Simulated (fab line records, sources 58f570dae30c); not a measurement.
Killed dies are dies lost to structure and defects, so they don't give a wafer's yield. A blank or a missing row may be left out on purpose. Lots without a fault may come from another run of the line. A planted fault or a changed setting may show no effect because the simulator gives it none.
Chamber matching | flow berkeley_cmos170 | UCB170_GATE_ETCH_14 on rie_diel-02: 4 sister chambers
The step etches BARC in N2/H2. 4 wafers are shown with their chamber, then 7 later ones without.

WAFERS WITH THEIR CHAMBER
wafer  | chamber | throttle_valve_pct (%)
L203.5 | 1       | 13.17
L209.4 | 2       | 12.91
L211.3 | 3       | 13.36
L211.4 | 0       | 13.18

WAFERS WITHOUT THEIR CHAMBER
wafer  | throttle_valve_pct (%)
L211.6 | 13.36
L214.1 | 13.19
L214.4 | 13.16
L214.5 | 13.21
L223.2 | 13.36
L223.5 | 13.19
L223.6 | 13.38

WHICH CHAMBER EACH WENT THROUGH
wafer  | from the rows above     | in truth
L211.6 | 3                       | 3
L214.1 | can't be placed: 0 or 1 | 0
L214.4 | can't be placed: 1 or 0 | 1
L214.5 | can't be placed: 0 or 1 | 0
L223.2 | 3                       | 3
L223.5 | can't be placed: 0 or 1 | 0
L223.6 | 3                       | 3
Placed correctly: 3 of 7. Can't be placed from these rows: 4 (the true chamber is among the candidates in 4). Placed wrongly: 0.
How it was worked out, from the rows above alone: a wafer's distance from a chamber is the root of the sum, over the readings, of the square of ((its reading less the chamber's mean) divided by the reading's scatter). The wafer belongs to the nearest chamber; if the next one is less than 2 further off, it can't be placed. A chamber's mean is the mean of its shown wafers. The scatter: with one shown wafer a chamber, the root of the mean of the squares of how far each hidden wafer lies from its nearest shown one.
